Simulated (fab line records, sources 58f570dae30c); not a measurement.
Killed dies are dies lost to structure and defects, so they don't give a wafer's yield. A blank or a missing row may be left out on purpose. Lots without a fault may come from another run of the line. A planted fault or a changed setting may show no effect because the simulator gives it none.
fab line records | flow berkeley_cmos170
record lots=14 wafers=42 last_day=11
route steps=331 shown GATE@142 NSD@193 CONTACT@236 M2@274
lots that met no fault: from a run of the same line without faults
start_h: hours from the record's first day to the start of the lot's first wafer shown | wait_h: hours since the lot's step before | " the same as in the row above | L1.1+2: a row that stands for several wafers | - no value, or no start given | * or withheld: withheld | < > ~ a bound
route shown NAME@n: a module of which the file shows steps, and the number in the route of the first | usual: mean/standard deviation of fault-free wafers | same: alike in all rows | chamber/n: place in a boat | sites: the reading at each site | _std_site: their standard deviation | _edge_site: outer sites' mean less inner sites' | radius_mm: how far each site lies from the wafer's centre | mask NAME#n: copy n | behind: the tool/chamber that last shaped the wafer | hold: why the lot was held/for how many hours/how that ended | device: the transistor (n, p or np) that didn't switch | end of line: the same wafers' tests at the end of the route | a step without rows: its recipe alone | killed: dies lost to structure and defects at the first sort, not the wafer's yield | map: a wafer's dies, x killed, . not, _ none there
set.NAME: the setting as run; set.NAME@STEP: as run at that earlier step | model.NAME: the simulator's own value behind a step, which no gauge read
steps of the route over a sample of lots; a table a step, a row a wafer
services: from which hour (start_h, from the record's first day; less than 0 if before it) a tool's chamber was out of use, for how many hours, and why
## steps
# step UCB170_GATE_STRIP_16
# recipe chemistry=O2 power_w=400 pressure_mtorr=3500 platen_temp_c=withheld o2_flow_sccm=400 overash_fraction=0.5
# usual chamber_pressure_mTorr=3500/3.5 drypump_motor_current_A=5.7/0.52 oes_product_au=0.724/0.0045
# columns lot.wafer tool chamber start_h wait_h chamber_pressure_mTorr drypump_motor_current_A oes_product_au rf_hours_counter_h
L528.3 plasma_asher-01 1 118.50 0.1 3495 5.5 0.722 -
L528.4 " 0 " " 3501 5.8 0.715 -
L528.6 " 0 " " 3495 5.8 0.736 -
L530.3 plasma_asher-01 0 131.01 0.1 3499 5.8 0.727 -
L530.4 " 1 " " 3503 5.5 0.717 -
L530.5 " 1 " " 3493 5.5 0.730 -
L529.2 plasma_asher-04 1 131.07 0.0 3506 6.6 0.722 2
L529.4 " 0 " " 3498 4.9 0.724 -
L529.6 " 0 " " 3498 4.9 0.722 -
L532.1 plasma_asher-01 0 150.21 0.0 3495 5.8 0.731 34
L532.2 " 1 " " 3504 5.5 0.725 34
L532.3 " 0 " " 3501 5.8 0.725 -
L531.2 plasma_asher-02 0 150.52 0.0 3497 5.7 0.720 44
L531.3 " 1 " " 3501 5.5 0.715 -
L531.6 " 1 " " 3497 5.5 0.722 -
L533.4 plasma_asher-02 1 150.68 0.1 3497 5.5 0.722 -
L533.5 " 0 " " 3505 5.7 0.726 -
L533.6 " 1 " " 3500 5.4 0.724 -
L537.3 plasma_asher-01 1 163.73 0.1 3497 5.5 0.727 -
L537.4 " 0 " " 3503 5.7 0.727 -
L537.5 " 0 " " 3501 5.8 0.721 -
L539.3 plasma_asher-01 0 169.40 0.1 3501 5.8 0.722 -
L539.4 " 1 " " 3503 5.5 0.730 -
L539.5 " 0 " " 3500 5.8 0.723 -
L540.2 plasma_asher-04 1 169.62 0.0 3501 6.6 0.725 7
L540.3 " 0 " " 3499 4.9 0.716 -
L540.5 " 1 " " 3497 6.6 0.723 -
L541.3 plasma_asher-01 1 184.29 0.1 3502 5.5 0.724 -
L541.5 " 1 " " 3502 5.4 0.716 -
L541.6 " 0 " " 3503 5.8 0.728 -
L544.2 plasma_asher-04 1 196.06 0.0 3496 6.7 0.727 10
L544.3 " 0 " " 3495 4.9 0.715 -
L544.5 " 0 " " 3503 4.9 0.722 -
L545.1 plasma_asher-04 0 196.66 0.0 - - - -
L545.2 " 1 " " - - - -
L545.4 " 1 " " - - - -
L543.1 plasma_asher-01 0 197.02 0.0 - - - -
L543.4 " 0 " " - - - -
L543.6 " 1 " " - - - -
L549.3 plasma_asher-04 0 223.91 0.1 3503 4.9 0.714 -
L549.4 " 1 " " 3499 6.7 0.724 -
L549.5 " 1 " " 3489 6.6 0.719 -
# step UCB170_NSD_CD_MEAS_06
# recipe target_cd_nm=1200
# usual cd_nm=1200.0/1.5
# columns lot.wafer tool chamber start_h wait_h cd_nm
L528.3 cd_sem-02 - 134.26 - 1198.9
L528.4 " - " " 1198.9
L528.6 " - " " 1199.5
L529.2 cd_sem-02 - 146.72 - 1198.1
L529.4 " - " " 1198.5
L529.6 " - " " 1198.3
L530.3 cd_sem-01 - 146.82 - 1199.7
L530.4 " - " " 1199.2
L530.5 " - " " 1201.1
L532.1 cd_sem-02 - 164.60 - 1199.4
L532.2 " - " " 1198.6
L532.3 " - " " 1198.8
L531.2 cd_sem-01 - 165.35 - 1200.5
L531.3 " - " " 1200.0
L531.6 " - " " 1199.6
L533.4 cd_sem-02 - 165.66 - 1197.7
L533.5 " - " " 1199.2
L533.6 " - " " 1198.3
L537.3 cd_sem-02 - 176.46 - 1200.9
L537.4 " - " " 1201.6
L537.5 " - " " 1202.5
L540.2 cd_sem-01 - 182.69 - 1199.9
L540.3 " - " " 1200.9
L540.5 " - " " 1200.5
L539.3 cd_sem-01 - 183.16 - 1199.5
L539.4 " - " " 1198.4
L539.5 " - " " 1199.6
L541.3 cd_sem-01 - 200.98 - 1196.7
L541.5 " - " " 1197.3
L541.6 " - " " 1197.6
L544.2 cd_sem-01 - 207.26 - 1198.6
L544.3 " - " " 1199.3
L544.5 " - " " 1200.5
L549.3 cd_sem-01 - 236.79 - 1202.6
L549.4 " - " " 1199.7
L549.5 " - " " 1203.1
# step UCB170_CONTACT_CD_MEAS_90
# recipe target_cd_nm=700
# usual cd_nm=699.7/1.7
# columns lot.wafer tool chamber start_h wait_h cd_nm
L528.3 cd_sem-01 - 146.94 0.1 699.5
L528.4 " - " " 700.2
L528.6 " - " " 699.7
L529.2 cd_sem-01 - 154.82 0.1 698.4
L529.4 " - " " 700.0
L529.6 " - " " 700.0
L530.3 cd_sem-01 - 158.92 0.1 696.4
L530.4 " - " " 699.6
L530.5 " - " " 699.1
L532.1 cd_sem-01 - 172.86 0.1 699.9
L532.2 " - " " 700.5
L532.3 " - " " 700.7
L533.4 cd_sem-02 - 174.74 0.1 700.7
L533.5 " - " " 698.6
L533.6 " - " " 697.8
L531.2 cd_sem-02 - 174.97 0.1 696.4
L531.3 " - " " 699.8
L531.6 " - " " 700.5
L537.3 cd_sem-02 - 183.99 0.1 701.9
L537.4 " - " " 701.6
L537.5 " - " " 703.2
L540.2 cd_sem-01 - 190.62 0.1 698.2
L540.3 " - " " 697.9
L540.5 " - " " 697.4
L539.3 cd_sem-02 - 193.24 0.1 698.4
L539.4 " - " " 697.6
L539.5 " - " " 698.9
L541.3 cd_sem-01 - 208.83 0.1 700.4
L541.5 " - " " 699.2
L541.6 " - " " 699.4
L544.2 cd_sem-01 - 217.44 0.1 697.9
L544.3 " - " " 700.0
L544.5 " - " " 701.5
L549.3 cd_sem-02 - 243.32 0.1 698.4
L549.4 " - " " 700.8
L549.5 " - " " 700.1
# step UCB170_M2_THK_MEAS_03
# recipe thk_meas_gauge=xrf reads=Al_of_M2_SPUTTER_01
# usual M2_AL_THK=892/12
# columns lot.wafer tool chamber start_h wait_h M2_AL_THK[nm]
L528.3 film_metro-02 - 155.96 0.1 877
L528.4 " - " " 888
L528.6 " - " " 889
L529.2 film_metro-04 - 166.54 0.1 898
L529.4 " - " " 888
L529.6 " - " " 890
L530.3 film_metro-04 - 169.12 0.1 906
L530.4 " - " " 871
L530.5 " - " " 902
L532.1 film_metro-04 - 183.21 0.1 899
L532.2 " - " " 889
L532.3 " - " " 892
L533.4 film_metro-04 - 185.14 0.1 875
L533.5 " - " " 884
L533.6 " - " " 891
L531.2 film_metro-01 - 185.57 0.1 907
L531.3 " - " " 895
L531.6 " - " " 908
L537.3 film_metro-04 - 194.78 0.1 882
L537.4 " - " " 883
L537.5 " - " " 886
L540.2 film_metro-01 - 202.05 0.1 888
L540.3 " - " " 878
L540.5 " - " " 883
L539.3 film_metro-02 - 202.33 0.1 918
L539.4 " - " " 887
L539.5 " - " " 900
L541.3 film_metro-02 - 217.71 0.1 902
L541.5 " - " " 901
L541.6 " - " " 882
L544.2 film_metro-04 - 224.78 0.1 894
L544.3 " - " " 881
L544.5 " - " " 880
L549.3 film_metro-04 - 252.95 0.1 877
L549.4 " - " " 882
L549.5 " - " " 885
## services
# columns tool chamber start_h hours kind
plasma_asher-04 - 108.75 9.0 pm
plasma_asher-04 0 108.75 9.0 vent_cycle
plasma_asher-04 1 108.75 9.0 vent_cycle
plasma_asher-04 0 117.75 - clean
plasma_asher-04 1 117.75 - clean
plasma_asher-01 - 211.22 0.7 repair
plasma_asher-02 - 215.74 5.9 repair
## key
first_sign step=UCB170_GATE_STRIP_16 reading=tool_record direction=missing
effect none on later readings
met_at UCB170_GATE_STRIP_16
struck_lots L543,L545
later_rows_left_out L543.1,L543.4,L543.6,L545.1,L545.2,L545.4
sort_left_out L543.1,L543.4,L543.6,L545.1,L545.2,L545.4
tester_left_out L543,L545
not_acting_at UCB170_NSD_CD_MEAS_06,UCB170_CONTACT_CD_MEAS_90,UCB170_M2_THK_MEAS_03
onset_between 196.06 196.66
fault kind=skipped_step_whole tool=plasma_asher-01,plasma_asher-04 chamber=- onset_h=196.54 steps=UCB170_GATE_STRIP_16 scope=struck_lots_only
# tester_left_out: of these lots the tester's yield and bins aren't shown, on N5 and GAA mostly nor the transistor test; their killed dies are dies lost to structure and defects alone, not to doping, threshold or leakage, so they don't give the yield
# sort_left_out: the simulated sort isn't trusted on such a fault, so these wafers' sort isn't shown, and their yield isn't known
# later_rows_left_out: the simulator's readings of these wafers behind a module that went badly wrong aren't trusted and aren't shown, but for the sort
